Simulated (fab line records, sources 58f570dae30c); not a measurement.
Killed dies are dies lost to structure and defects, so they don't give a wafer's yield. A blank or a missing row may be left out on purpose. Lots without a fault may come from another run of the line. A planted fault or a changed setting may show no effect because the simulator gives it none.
Tool commonality check | flow berkeley_cmos170 | 14 lots, 42 wafers sampled

WHY IT WAS OPENED
At UCB170_NSD_OVL_MEAS_07 the reading NSD_OVL is flagged on 2 of 14 lots. Wafers without a fault read 1 nm, standard deviation 6.5.
Rule: a lot is flagged when every wafer of it that has a number lies more than 4 standard deviations from that mean, or none has a number. The other lots count as sound.

lot  | measured     | on         | NSD_OVL (nm), wafer by wafer | flag
L911 | day 7 12:11  | overlay-02 | 8 -2 3                       |
L912 | day 7 12:42  | overlay-02 | 19 10 0                      |
L913 | day 7 12:52  | overlay-02 | 2 3 0                        |
L914 | day 8 12:21  | overlay-02 | 5 3 -1                       |
L915 | day 8 13:04  | overlay-02 | 3 -14 -13                    |
L917 | day 8 13:06  | overlay-01 | 1 2 8                        |
L916 | day 8 13:32  | overlay-02 | -155 -148 -148               | FLAGGED
L919 | day 9 06:38  | overlay-01 | -171 -163 -178               | FLAGGED
L921 | day 9 12:23  | overlay-02 | -4 -7 2                      |
L922 | day 10 05:07 | overlay-02 | -5 -4 7                      |
L924 | day 10 05:22 | overlay-02 | -3 7 5                       |
L925 | day 10 20:51 | overlay-02 | 5 1 4                        |
L927 | day 11 18:33 | overlay-01 | 4 0 8                        |
L930 | day 11 19:16 | overlay-01 | 4 7 0                        |
The numbers of the flagged lots are -160 nm on average: -162 nm against the usual, or -25 standard deviations.

WHICH TOOL RAN EACH LOT
The record holds 1 process step before the reading, out of a route of 331 steps. In each cell: the tool, then ch and the chambers that the sampled wafers went through, then the start.
lot  | flag    | UCB170_NSD_EXPOSE_03
L911 |         | krf_scanner-02 ch 0, day 7 11:22
L912 |         | krf_scanner-02 ch 0, day 7 11:56
L913 |         | krf_scanner-01 ch 0, day 7 12:09
L914 |         | krf_scanner-01 ch 0, day 8 11:35
L915 |         | krf_scanner-02 ch 0, day 8 11:56
L917 |         | krf_scanner-01 ch 0, day 8 12:10
L916 | FLAGGED | krf_scanner-02 ch 0, day 8 12:31
L919 | FLAGGED | krf_scanner-02 ch 0, day 9 05:59
L921 |         | krf_scanner-01 ch 0, day 9 11:53
L922 |         | krf_scanner-01 ch 0, day 10 04:17
L924 |         | krf_scanner-01 ch 0, day 10 04:29
L925 |         | krf_scanner-01 ch 0, day 10 20:23
L927 |         | krf_scanner-01 ch 0, day 11 17:50
L930 |         | krf_scanner-01 ch 0, day 11 18:25
What these steps do:
- UCB170_NSD_EXPOSE_03: exposes mask NSELECT MOD, target cd 1200 nm.
- UCB170_NSD_OVL_MEAS_07

FLAGGED OVER TOTAL, TOOL BY TOOL (the gauges that took the reading come last)
step                   | tool           | lots run | flagged | share of the flagged lots | sound lots run after its first flagged lot
UCB170_NSD_EXPOSE_03   | krf_scanner-01 | 9        | 0       | none                      | -
UCB170_NSD_EXPOSE_03   | krf_scanner-02 | 5        | 2       | all                       | 0
UCB170_NSD_OVL_MEAS_07 | overlay-01     | 4        | 1       | some                      | 2 (L927,L930)
UCB170_NSD_OVL_MEAS_07 | overlay-02     | 10       | 1       | some                      | 4 (L921,L922,L924,L925)

WHAT THE TABLE ALLOWS
1 row of the table ran every flagged lot: krf_scanner-02 at UCB170_NSD_EXPOSE_03.
- krf_scanner-02 at UCB170_NSD_EXPOSE_03: 2 of its 5 lots flagged. Its last sound lot is L915 (day 8 11:56), its first flagged lot L916 (day 8 12:31): a fault that began between those two fits.
One tool is left: krf_scanner-02 at UCB170_NSD_EXPOSE_03.

WHAT THE SIMULATOR HAD PUT IN
Scanner matching overlay: krf_scanner-02, from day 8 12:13 on, at UCB170_NSD_EXPOSE_03. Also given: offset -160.
Lots struck among those shown: L916, L919. The rule above found the same.
